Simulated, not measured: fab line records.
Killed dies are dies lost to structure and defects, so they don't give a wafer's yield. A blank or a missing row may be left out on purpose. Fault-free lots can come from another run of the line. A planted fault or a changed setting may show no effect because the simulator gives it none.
The tool behind it: which one? || flow berkeley-cmos170 || 19 wafers sampled from 7 lots at 1 step of a route of 331

WHAT THE GAUGES SHOWED, per wafer
UCB170_WELLDRIVE_THK_MEAS_02.
{"lot": "L128", "measured": "day 4 16:04", "on": "film-metro-02", "WELLDRIVE_OXIDE_THK (nm)": "194.1 193.9 193.6"}
{"lot": "L131", "measured": "day 5 00:02", "on": "film-metro-03", "WELLDRIVE_OXIDE_THK (nm)": "196.3 195.7 194.1"}
{"lot": "L133", "measured": "day 5 15:43", "on": "film-metro-02", "WELLDRIVE_OXIDE_THK (nm)": "194.9 198.2 197.3"}
{"lot": "L137", "measured": "day 6 08:10", "on": "film-metro-03", "WELLDRIVE_OXIDE_THK (nm)": 197.0}
{"lot": "L138", "measured": "day 7 01:07", "on": "film-metro-03", "WELLDRIVE_OXIDE_THK (nm)": "197.6 198.6 197.4"}
{"lot": "L146", "measured": "day 8 10:44", "on": "film-metro-03", "WELLDRIVE_OXIDE_THK (nm)": "193.8 197.3 196.9"}
{"lot": "L148", "measured": "day 9 03:19", "on": "film-metro-03", "WELLDRIVE_OXIDE_THK (nm)": "192.4 192.3 188.4"}

TOOL THAT RAN EACH LOT (tool first, then ch and the chambers of the sampled wafers, then the start)
The record holds no process step before these readings.

THE ANSWER, worked out from the rows above alone
Rule: usual is defined by the lots themselves. The widest of any qualifying gaps counts: lots, ordered by their means at a reading, are off when they make up no more than a third of the lots, leave a main group of 4 or more, and stand apart from it by 3 or more times the standard deviation of that group's means. A main group whose means are all the same, to the digits that the tables above print for the reading, isn't used. A lot without any number at a reading at which 4 lots or more have one is off too. All remaining lots with rows at the step are treated as sound.
Nothing can be told from this: no lot is off at any reading shown.

WHAT THE SIMULATOR HAD PUT IN
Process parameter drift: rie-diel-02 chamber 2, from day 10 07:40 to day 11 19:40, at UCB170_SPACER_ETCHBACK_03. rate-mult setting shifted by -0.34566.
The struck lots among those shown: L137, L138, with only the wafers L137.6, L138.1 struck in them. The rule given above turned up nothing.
